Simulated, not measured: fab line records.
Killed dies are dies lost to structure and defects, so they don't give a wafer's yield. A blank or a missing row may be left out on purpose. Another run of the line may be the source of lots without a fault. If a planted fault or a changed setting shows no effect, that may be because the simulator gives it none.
2 desks, one fault / flow berkeley_cmos170 / each desk holds nothing but its own numbers, with what lay behind them at the end

== THE TOOL OWNER'S DESK: implanter-02 ==
UCB170_NWELL_IMPLANT_14, tool's own readings: per-lot mean of the sampled wafers with a number, covering each lot this tool ran. A lot is out of limits, marked OUT, if its mean lies more than 4 standard deviations from the usual mean; the brackets give that distance.
Columns: A = dose_ions_cm2 at UCB170_NWELL_IMPLANT_14, usual 1.0001e+13
lot=L285; first seen here=day 2 17:08; A=1.0001e+13
lot=L291; first seen here=day 3 15:49; A=9.9963e+12
lot=L294; first seen here=day 4 23:08; A=1.0002e+13
lot=L304; first seen here=day 6 08:04; A=1.0410e+13 (+37) OUT
lot=L305; first seen here=day 6 15:01; A=1.0399e+13 (+36) OUT
This desk finds L304, L305 out of limits, L304 being first, at day 6 08:04 (dose_ions_cm2 at UCB170_NWELL_IMPLANT_14). Within limits: L285, L291, L294.

== THE METROLOGY DESK ==
What the gauges read, lot by lot, whatever tool the lot ran on: means of the sampled wafers that have a number. A lot is out of limits, marked OUT, if its mean lies more than 4 standard deviations from the usual mean; the brackets give that distance.
Columns: A = PFIELD_OVL at UCB170_PFIELD_OVL_MEAS_06, usual 4 nm; B = cd_nm at UCB170_M2_CD_MEAS_15, usual 700.1 nm
lot=L285; first seen here=day 5 03:41; A=9; B=700.4
lot=L284; first seen here=day 5 03:57; A=1; B=702.3
lot=L286; first seen here=day 5 20:25; A=2; B=701.0
lot=L289; first seen here=day 6 04:57; A=6; B=699.9
lot=L291; first seen here=day 6 05:11; A=-4; B=699.8
lot=L292; first seen here=day 7 06:58; A=1; B=700.1
lot=L293; first seen here=day 7 11:23; A=6; B=699.5
lot=L296; first seen here=day 7 12:07; A=1; B=700.4
lot=L294; first seen here=day 7 12:23; A=-1; B=699.8
lot=L303; first seen here=day 8 06:59; A=-1; B=698.6
lot=L304; first seen here=day 8 07:28; A=3; B=700.7
lot=L300; first seen here=day 8 15:33; A=7; B=700.5
lot=L305; first seen here=day 9 02:49; A=7; B=699.5
lot=L307; first seen here=day 9 12:25; A=4; B=701.8
This desk's verdict: no lot among the 14 shows anything out of limits.

== TAKEN TOGETHER ==
On L304, L305, at day 6 08:04, an alarm was possible from the tool owner's desk.
Metrology desk: nothing out of limits seen.
The metrology desk holds a record of L304, L305, inside its limits.
The lots listed all ran UCB170_NWELL_IMPLANT_14 on implanter-02.

== WHAT THE SIMULATOR PUT IN ==
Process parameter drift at UCB170_NWELL_IMPLANT_14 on implanter-02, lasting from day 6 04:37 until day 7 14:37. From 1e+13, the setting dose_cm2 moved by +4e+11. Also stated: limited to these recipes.
Lots struck among those shown: L304, L305.
Time in hours from fault onset to the first out-of-limits reading at each desk: the tool owner's desk, 3.
